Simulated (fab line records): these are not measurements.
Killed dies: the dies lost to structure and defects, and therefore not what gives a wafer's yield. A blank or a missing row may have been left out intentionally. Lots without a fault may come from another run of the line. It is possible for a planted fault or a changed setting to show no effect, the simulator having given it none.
A struck lot beside a sound one ; flow rit_cmos ; 43 steps out of a route of 202
Sound: these wafers, L798.3, L798.5, L798.6. Wafers struck: L804.1, L804.2, L804.4. The cause comes at the end.
Order at every step that has rows: each side's tool, ch and its chambers, its first start. Under that, the readings that differ: sound wafers ; struck wafers ; difference of the means ; sigmas: that difference in standard deviations of wafers without a fault.
alike: readings with means less than 2 such deviations apart, plus words and numbers identical on both sides. not compared: withheld readings, readings lacking a value on some wafer, bounds such as >300 that could conceal the same value, and numbers that have no deviation in the record and whose values overlap.
The two part at a step that has a row with sigmas, a row that says differs or no value, or rows on one side only. When numbers do not overlap yet have no deviation, they are printed without sigmas and do not part them. Lack of a reading on every wafer of one side parts them only where that side has two or more wafers.

first, 2 steps without rows for these wafers: RIT_PLDD_PEB_04; RIT_PLDD_DEVELOP_05 (develop time 50 s).
RIT_PLDD_OVL_MEAS_06:
  sound: overlay-01 at day 5 08:32; struck: overlay-01 at day 6 14:48
reading;sound;struck;difference;sigmas
PLDD_OVL (nm);-1.2 -0.5 -0.7;4.3 2.1 3.6;+4.1;+3
then, 2 steps without rows for these wafers: RIT_PLDD_HARDBAKE_07 (time 60 s); RIT_PLDD_IMPLANT_08.
RIT_PLDD_STRIP_09: strips in O2, time 180 s.
  sound on plasma_asher-03 ch 0,1, day 5 08:56; struck on plasma_asher-01 ch 0,1, day 6 15:08
  alike: drypump_motor_current_A
  not compared: rf_hours_counter_h
RIT_PLDD_TW_MEAS_10:
  sound: film_metro-01 at day 5 09:04; struck: film_metro-01 at day 6 15:19
  alike: PLDD_TW
then, 4 steps without rows for these wafers: RIT_SPACER_CLEAN_00 (cleans in SC1, time 600 s); RIT_SPACER_CLEAN_01 (cleans in dHF, time 30 s); RIT_SPACER_CLEAN_02 (cleans in SC2, time 600 s); RIT_SPACER_CVD_03 (deposits Si3N4 from SiH2Cl2/NH3, target thk 250 nm, time 3300 s).
RIT_SPACER_THK_MEAS_04:
  sound: film_metro-04 at day 5 11:25; struck: film_metro-04 at day 6 19:15
  alike: SPACER_NITRIDE_THK
RIT_SPACER_ETCHBACK_05: etches Si3N4 in SF6/CHF3, stops on SiO2, target depth 250 nm, time 240 s.
  sound on rie_diel-02 ch 1,2, day 5 11:28; struck on rie_diel-02 ch 0,2,3, day 6 19:19
  alike: CHF3_flow_sccm, drypump_motor_current_A, oes_product_au, throttle_valve_pct
  not compared: rf_hours_counter_h
then, 6 steps without rows for these wafers: RIT_NSD_HMDS_00 (prime time 60 s); RIT_NSD_COAT_01 (resist thk 1000 nm); RIT_NSD_SOFTBAKE_02 (time 60 s); RIT_NSD_EXPOSE_03 (exposes mask M9, target cd 40700 nm); RIT_NSD_PEB_04; RIT_NSD_DEVELOP_05 (develop time 50 s).
RIT_NSD_OVL_MEAS_06:
  sound: overlay-01 at day 5 12:29; struck: overlay-02 at day 6 20:26
  alike: NSD_OVL
then, 2 steps without rows for these wafers: RIT_NSD_HARDBAKE_07 (time 60 s); RIT_NSD_IMPLANT_08.
RIT_NSD_STRIP_09: strips in O2, time 180 s.
  sound on plasma_asher-04 ch 0,1, day 5 12:52; struck on plasma_asher-02 ch 0,1, day 6 20:46
  alike: drypump_motor_current_A
  not compared: rf_hours_counter_h
RIT_NSD_TW_MEAS_10:
  sound: film_metro-01 at day 5 12:59; struck: film_metro-02 at day 6 20:56
  alike: NSD_TW
then, 6 steps without rows for these wafers: RIT_PSD_HMDS_00 (prime time 60 s); RIT_PSD_COAT_01 (resist thk 1000 nm); RIT_PSD_SOFTBAKE_02 (time 60 s); RIT_PSD_EXPOSE_03 (exposes mask M10, target cd 40900 nm); RIT_PSD_PEB_04; RIT_PSD_DEVELOP_05 (develop time 50 s).
RIT_PSD_OVL_MEAS_06:
  sound: overlay-01 at day 5 13:54; struck: overlay-02 at day 6 21:54
  alike: PSD_OVL
then, 2 steps without rows for these wafers: RIT_PSD_HARDBAKE_07 (time 60 s); RIT_PSD_IMPLANT_08.
RIT_PSD_STRIP_09: strips in O2, time 180 s.
  sound on plasma_asher-02 ch 0,1, day 5 14:17; struck on plasma_asher-03 ch 0,1, day 6 22:14
  alike: drypump_motor_current_A
  not compared: rf_hours_counter_h
RIT_PSD_TW_MEAS_10:
  sound: film_metro-02 at day 5 14:25; struck: film_metro-02 at day 6 22:25
  alike: PSD_TW
then, 3 steps without rows for these wafers: RIT_SDANNEAL_CLEAN_00 (cleans in SC1, time 600 s); RIT_SDANNEAL_CLEAN_01 (cleans in dHF, time 30 s); RIT_SDANNEAL_CLEAN_02 (cleans in SC2, time 600 s).
RIT_SDANNEAL_RTA_03: time 5 s.
  sound on rtp_anneal-02 ch 0, day 5 15:11; struck on rtp_anneal-02 ch 0, day 6 22:57
  alike: wafer_temp_C_max
RIT_SDANNEAL_RS_MEAS_04: a four-point-probe measurement.
  sound: film_metro-02 at day 5 15:16; struck: film_metro-02 at day 6 23:01
  alike: PSD_RS
RIT_SDANNEAL_RS_MEAS_05: a four-point-probe measurement.
  sound: film_metro-02 at day 5 15:23; struck: film_metro-02 at day 6 23:08
  alike: NSD_RS
RIT_SDANNEAL_RS_MEAS_06: a four-point-probe measurement.
  sound: film_metro-02 at day 5 15:31; struck: film_metro-02 at day 6 23:15
reading;sound;struck;difference;sigmas
PLDD_RS (ohm/sq);178.8 178.9 179.5;178.0 177.7 178.0;-1.2;-2
RIT_M1_PROBE_99:
  sound: prober-01 at day 5 22:55; struck: prober-01 at day 7 06:23
reading;sound;struck;difference;sigmas
killed_at_front_end;8 7 10;26 32 35;+23;+8
killed_dies;8 7 10;26 32 35;+23;+8
  alike: killed_at_contacts, killed_open, killed_short

WHERE THEY PART
At RIT_PLDD_OVL_MEAS_06 first; at RIT_M1_PROBE_99 last (within this record only).

WHY: whatever the simulator had introduced
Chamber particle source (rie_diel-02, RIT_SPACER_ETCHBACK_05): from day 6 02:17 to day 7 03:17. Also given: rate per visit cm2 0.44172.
